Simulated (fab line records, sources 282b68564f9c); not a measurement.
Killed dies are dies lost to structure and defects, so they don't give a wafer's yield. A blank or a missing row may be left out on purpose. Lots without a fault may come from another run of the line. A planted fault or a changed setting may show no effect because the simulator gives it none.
A struck lot beside a sound one | flow rit_cmos | 44 steps out of a route of 202
Sound: wafers L404.1, L404.4, L404.6. Struck: wafers L410.2, L410.3, L410.6. The cause comes at the end.
At each step with rows: each side's tool, then ch and its chambers, then its first start. Under that, the readings that differ: sound wafers | struck wafers | difference of the means | sigmas: that difference in standard deviations of wafers without a fault.
alike: readings whose means differ by less than 2 such deviations, and words and numbers that are the same on both sides. not compared: withheld readings, readings that some wafer has no value for, bounds like >300 that may hide the same value, and numbers for which the record gives no deviation and whose values overlap.
The two part at a step that has a row with sigmas, a row that says differs or no value, or rows on one side only. Numbers that don't overlap but have no deviation are shown without sigmas and don't part them. A reading that every wafer of one side lacks parts them only if that side has two wafers or more.

first, 1 step without rows for these wafers: RIT_PRETRO_IMPLANT_08.
RIT_PRETRO_STRIP_09: strips in O2, time 180 s.
  sound on plasma_asher-01 ch 0,1, day 2 22:31; struck on plasma_asher-04 ch 0,1, day 4 05:56
  alike: drypump_motor_current_A
  not compared: rf_hours_counter_h
RIT_PRETRO_TW_MEAS_10:
  sound on film_metro-01, day 2 22:41; struck on film_metro-04, day 4 06:08
  alike: PRETRO_TW
then, 5 steps without rows for these wafers: RIT_GATE_WET_ETCH_00 (etches SiO2 in BOE, target depth 56 nm, time 60 s); RIT_GATE_CLEAN_01 (cleans in SC1, time 600 s); RIT_GATE_CLEAN_02 (cleans in dHF, time 30 s); RIT_GATE_CLEAN_03 (cleans in SC2, time 600 s); RIT_GATE_CLEAN_04 (cleans in dHF, time 60 s).
RIT_FOX2_THK_MEAS_91:
  sound on film_metro-02, day 2 23:13; struck on film_metro-01, day 4 06:37
  reading                     | sound       | struck      | difference | sigmas
  FIELD_OXIDE_LEFT_2_THK (nm) | 263 259 263 | 246 244 243 | -17        | -3
then, 2 steps without rows for these wafers: RIT_GATE_OXIDATION_05 (target thk 3 nm, ox time 270 s); RIT_GATE_ANNEAL_06 (time 600 s).
RIT_GATE_THK_MEAS_07:
  sound on film_metro-03, day 3 00:36; struck on film_metro-02, day 4 08:00
  alike: GATE_OXIDE_THK
RIT_GATE_CVD_08: deposits poly-Si from SiH4, target thk 250 nm, time 2220 s.
  sound on lpcvd-01 ch 1, day 3 00:40; struck on lpcvd-02 ch 1, day 4 08:03
  reading                                  | sound             | struck            | difference | sigmas
  model.poly-Si_of_GATE_CVD_08.thk_nm (nm) | 247.7 249.9 248.7 | 283.4 283.6 283.7 | +34.8      |
  alike: pressure_mtorr
RIT_GATE_THK_MEAS_09:
  sound on film_metro-03, day 3 02:16; struck on film_metro-03, day 4 09:41
  reading            | sound             | struck            | difference | sigmas
  GATE_POLY_THK (nm) | 247.5 249.7 248.6 | 283.6 283.7 283.9 | +35.1      | +17
then, 6 steps without rows for these wafers: RIT_GATE_HMDS_10 (prime time 60 s); RIT_GATE_COAT_11 (resist thk 850 nm); RIT_GATE_SOFTBAKE_12 (time 60 s); RIT_GATE_EXPOSE_13 (exposes mask M6, target cd 150 nm); RIT_GATE_PEB_14; RIT_GATE_DEVELOP_15 (develop time 50 s).
RIT_GATE_CD_MEAS_16: target cd 150 nm.
  sound on cd_sem-01, day 3 03:11; struck on cd_sem-01, day 4 10:46
  alike: cd_nm
RIT_GATE_OVL_MEAS_17:
  sound on overlay-02, day 3 03:18; struck on overlay-01, day 4 10:52
  alike: GATE_OVL
then, 1 step without rows for these wafers: RIT_GATE_HARDBAKE_18 (time 60 s).
RIT_GATE_ETCH_19: etches poly-Si in SF6/CHF3/O2, stops on SiO2, time 165 s, target depth 312.5 nm.
  sound on rie_si-02 ch 0,1, day 3 03:29; struck on rie_si-02 ch 1,3, day 4 11:03
  reading                          | sound             | struck            | difference | sigmas
  he_backside_leak_sccm (sccm)     | 2.71 2.72 2.84    | 5.29 2.53 2.78    | +0.78      | +3
  oes_product_au (a.u.)            | 0.853 0.846 0.841 | 0.935 0.930 0.924 | +0.083     | +8
  model.GATE.feature_depth_nm (nm) | 247.7 249.9 248.7 | 283.4 283.7 283.7 | +34.8      |
  model.etch.depth_nm (nm)         | 247.7 249.9 248.7 | 283.4 283.6 283.7 | +34.8      |
  alike: drypump_motor_current_A, throttle_valve_pct
  not compared: rf_hours_counter_h
RIT_GATE_STRIP_20: strips in O2, time 180 s.
  sound on plasma_asher-01 ch 0,1, day 3 03:36; struck on plasma_asher-03 ch 1, day 4 11:10
  alike: drypump_motor_current_A
  not compared: rf_hours_counter_h
RIT_GATE_CD_MEAS_90: target cd 150 nm.
  sound on cd_sem-01, day 3 03:46; struck on cd_sem-02, day 4 11:21
  alike: cd_nm
then, 4 steps without rows for these wafers: RIT_REOX_CLEAN_00 (cleans in SC1, time 600 s); RIT_REOX_CLEAN_01 (cleans in dHF, time 30 s); RIT_REOX_CLEAN_02 (cleans in SC2, time 600 s); RIT_REOX_OXIDATION_03 (target thk 25.2 nm, ox time 5580 s).
RIT_REOX_THK_MEAS_04:
  sound on film_metro-02, day 3 07:01; struck on film_metro-02, day 4 14:25
  alike: REOX_OXIDE_THK
then, 6 steps without rows for these wafers: RIT_NLDD_HMDS_00 (prime time 60 s); RIT_NLDD_COAT_01 (resist thk 1000 nm); RIT_NLDD_SOFTBAKE_02 (time 60 s); RIT_NLDD_EXPOSE_03 (exposes mask M7, target cd 40700 nm); RIT_NLDD_PEB_04; RIT_NLDD_DEVELOP_05 (develop time 50 s).
RIT_NLDD_OVL_MEAS_06:
  sound on overlay-01, day 3 07:56; struck on overlay-01, day 4 15:19
  reading       | sound         | struck      | difference | sigmas
  NLDD_OVL (nm) | 0.4 -0.4 -1.7 | 3.0 3.5 0.9 | +3.0       | +2
then, 2 steps without rows for these wafers: RIT_NLDD_HARDBAKE_07 (time 60 s); RIT_NLDD_IMPLANT_08.
RIT_NLDD_STRIP_09: strips in O2, time 180 s.
  sound on plasma_asher-04 ch 1, day 3 08:16; struck on plasma_asher-01 ch 0, day 4 15:39
  alike: drypump_motor_current_A
  not compared: rf_hours_counter_h
RIT_NLDD_TW_MEAS_10:
  sound on film_metro-04, day 3 08:26; struck on film_metro-03, day 4 15:50
  reading | sound          | struck         | difference | sigmas
  NLDD_TW | 2497 2508 2516 | 2480 2457 2457 | -42        | -3
RIT_SDANNEAL_CLEAN_02: cleans in SC2, time 600 s.
  sound on wet_bench-01 ch 1, day 3 15:43; struck on wet_bench-01 ch 2, day 4 23:05
  reading                                  | sound           | struck            | difference | sigmas
  model.poly-Si_of_GATE_CVD_08.thk_nm (nm) | 161.3 162.6 163 | 195.5 198.4 197.7 | +34.9      |
  alike: bath_guard_temp_C, temp_c
RIT_M1_PROBE_99:
  sound on prober-01, day 3 23:16; struck on prober-01, day 5 07:26
  reading                                          | sound                | struck               | difference | sigmas
  killed_at_front_end                              | 5 17 14              | 8 4 3                | -7         | -2
  killed_dies                                      | 5 17 14              | 8 4 3                | -7         | -2
  killed_short                                     | 5 8 8                | 2 2 2                | -5         | -2
  model.etest.pmos_turned.r_on_ohm_um              | 3491 3495 3443       | 3663 3793 3624       | +217       |
  model.etest.nmos_turned.drive_ua_um              | 320.6 322.1 319.5    | 284.1 272 285.5      | -40.2      |
  model.etest.pmos_turned.drive_ua_um              | 187.1 190.5 187.8    | 172.3 164.2 174.6    | -18.1      |
  model.etest.nmos_narrow.drive_ua_um              | 223.7 229.2 221.9    | 219.7 220.4 221.8    | -4.3       |
  model.etest.nmos_0p3.drive_ua_um                 | 224.5 229.8 224.4    | 218.6 217.3 216.9    | -8.6       |
  model.etest.poly_comb_over_steps.leak_log10_a_um | -12.88 -12.65 -12.76 | -5.445 -10.39 -9.746 | +4.236     |
  model.etest.nmos_0p15.tox_inv_nm (nm)            | 4.441 4.396 4.498    | 4.561 4.711 4.598    | +0.178     |
  alike: killed_open
  not compared: model.etest.ppoly_line.rs_ohm_sq

WHERE THEY PART
First at RIT_FOX2_THK_MEAS_91; last, within this record, at RIT_M1_PROBE_99.

WHY: what the simulator had put in
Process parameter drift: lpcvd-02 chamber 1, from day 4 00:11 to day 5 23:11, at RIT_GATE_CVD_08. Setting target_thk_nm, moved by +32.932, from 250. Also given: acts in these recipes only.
